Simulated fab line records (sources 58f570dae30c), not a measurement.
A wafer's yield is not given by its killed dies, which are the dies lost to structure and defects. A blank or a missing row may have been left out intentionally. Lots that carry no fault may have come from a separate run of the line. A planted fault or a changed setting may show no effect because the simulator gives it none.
Chamber matching -- flow berkeley_cmos170 -- UCB170_SPACER_CVD_00 on pecvd-01 has 3 sister chambers
The step deposits SiO2 from TEOS/O2, target thk 376 nm, time 47 s. 3 wafers are shown with their chamber, then 7 later ones without.

## WAFERS WITH THEIR CHAMBER
wafer,chamber,heater_power_w (W)
L215.1,2,293
L222.3,0,264
L222.4,1,206

## WAFERS WHOSE CHAMBER IS MISSING
wafer,heater_power_w (W)
L222.5,304
L224.2,232
L224.4,237
L224.6,249
L226.1,288
L226.2,252
L226.4,324

## WHICH CHAMBER EACH WENT THROUGH
wafer,from the rows above,in truth
L222.5,can't be placed: 2 or 0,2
L224.2,can't be placed: 1 or 0 or 2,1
L224.4,can't be placed: 0 or 1 or 2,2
L224.6,can't be placed: 0 or 1 or 2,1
L226.1,can't be placed: 2 or 0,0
L226.2,can't be placed: 0 or 2 or 1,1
L226.4,can't be placed: 2 or 0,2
Correct placement for 0 of the 7. Can't be placed from these rows: 7 (the true chamber is among the candidates in 7). Number placed wrongly: 0.
How it was worked out, from the rows above alone: a wafer's distance from a chamber is the root of the sum, over the readings, of the square of ((its reading less the chamber's mean) divided by the reading's scatter). If the next closest chamber is less than 2 further off than the closest, the wafer can't be placed; otherwise it belongs to the closest. The mean given for a chamber averages the wafers shown for that chamber. The scatter (one wafer shown for each chamber): square how far every hidden wafer sits from the nearest shown wafer, average those squares and take the square root.
